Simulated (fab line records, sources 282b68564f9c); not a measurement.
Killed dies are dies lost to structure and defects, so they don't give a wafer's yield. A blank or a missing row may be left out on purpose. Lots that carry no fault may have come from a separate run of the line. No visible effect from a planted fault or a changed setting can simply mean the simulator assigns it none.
Split-lot trial	flow ritCmos	23 wafers read from 5 lots, route of 202 steps

== THE SPLIT ITSELF ==
At RIT_NRETRO_COAT_01 (resist thk 1300 nm), the setting resistThkNm was moved away from the recipe's 1300 nm on 5 of the 23 wafers read, by -3.0% to +4.3%. The other wafers ran this setting at the recipe's value.

== FROM THE SPLIT TO THE READING: what the file shows between them, 3 steps ==
- RIT_NRETRO_SOFTBAKE_02: time 60 s
- RIT_NRETRO_EXPOSE_03: exposes mask M4, target cd 43900 nm
- RIT_NRETRO_DEVELOP_05: develop time 68 s

== THE READING ==
NOVOLAK_of_NRETRO_COAT_01.thkNm (the simulator's own value, which no gauge read), in nm, at RIT_NRETRO_HARDBAKE_07 (time 120 s). The file gives no usual value for it. Here, 18 wafers ran the recipe; their average is 1138 nm with a standard deviation of 4.1 nm.

wafer	tool, chamber at the split	resistThkNm as run, nm	against the recipe	NOVOLAK_of_NRETRO_COAT_01.thkNm, nm	against lot-mates on the recipe
L074.1	lithoTrack-01, 0	1300	recipe	1132	-
L074.4	lithoTrack-01, 0	1300	recipe	1130	-
L074.5	lithoTrack-01, 0	1300	recipe	1134	-
L075.1	lithoTrack-01, 0	1300	recipe	1140	-
L075.2	lithoTrack-01, 0	1300	recipe	1141	-
L075.3	lithoTrack-01, 0	1300	recipe	1139	-
L075.5	lithoTrack-01, 0	1356	+4.3%	1191	+51
L075.6	lithoTrack-01, 0	1356	+4.3%	1190	+50
L077.1	lithoTrack-02, 0	1300	recipe	1140	-
L077.2	lithoTrack-02, 0	1300	recipe	1140	-
L077.4	lithoTrack-02, 0	1300	recipe	1144	-
L077.6	lithoTrack-02, 0	1300	recipe	1144	-
L077.5	lithoTrack-02, 0	1300	recipe	1143	-
L079.1	lithoTrack-03, 0	1300	recipe	1133	-
L079.2	lithoTrack-03, 0	1300	recipe	1137	-
L079.4	lithoTrack-03, 0	1300	recipe	1139	-
L079.5	lithoTrack-03, 0	1300	recipe	1136	-
L079.6	lithoTrack-03, 0	1300	recipe	1140	-
L084.1	lithoTrack-01, 0	1261	-3.0%	1102	-32
L084.2	lithoTrack-01, 0	1261	-3.0%	1099	-36
L084.6	lithoTrack-01, 0	1261	-3.0%	1099	-36
L084.3	lithoTrack-01, 0	1300	recipe	1133	-
L084.5	lithoTrack-01, 0	1300	recipe	1136	-

THE FIT
A straight line over all 23 wafers: NOVOLAK_of_NRETRO_COAT_01.thkNm changes by +12.4 nm for each +1% of resistThkNm; r = +0.98; the points scatter about the line by 3.8 nm.
The same after taking each lot's own level away (the mean of its wafers on the recipe; 23 wafers): +11.6 nm for each +1%; r = +1.00; scatter 1.8 nm.
According to that fit, moving resistThkNm by its largest amount changes the reading by 50 nm.
The span of the lots' own levels, 1132.0 to 1142.2 nm, comes to 2.5 times the standard deviation stated above.
So the lot-to-lot level changes the slope little: the two slopes agree.
Check: +49.8 nm against its lot-mates is what the line predicts for one of the wafers moved furthest among these (+4.3%) when that wafer is left out of the fit. It came out at +51 nm against them.

== FURTHER SPLITS ON THESE WAFERS ==
These wafers also went through other splits before the reading. Each is held against what the fit with the lots' levels taken away leaves over:
other split on the same wafers	wafers away from the commonest value	r with NOVOLAK_of_NRETRO_COAT_01.thkNm (lot level and that fit taken away)
RIT_ACTIVE_COAT_06 spinRpm	6	-0.07
RIT_ACTIVE_DEVELOP_10 developTimeS	11	-0.13
RIT_NWELL_COAT_01 resistThkNm	10	-0.16
RIT_NWELL_IMPLANT_08 energyKev	9	-0.23

== THE WHOLE CHAIN: every reading that the file lists as answering this split, in the file's order ==
step	what it does	reading	change (the file's fit)	r (the file's)
RIT_NRETRO_COAT_01	resist thk 1300 nm	NOVOLAK_of_NRETRO_COAT_01.thkNm (the simulator's own value, which no gauge read)	+13.6 nm for each +1% of the setting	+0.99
RIT_NRETRO_HARDBAKE_07	time 120 s	NOVOLAK_of_NRETRO_COAT_01.thkNm (the simulator's own value, which no gauge read)	+11.7 nm for each +1% of the setting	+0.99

== FILE'S OWN FIT ==
NOVOLAK_of_NRETRO_COAT_01.thkNm changes by +11.7 nm for each +1% of resistThkNm, r = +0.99.
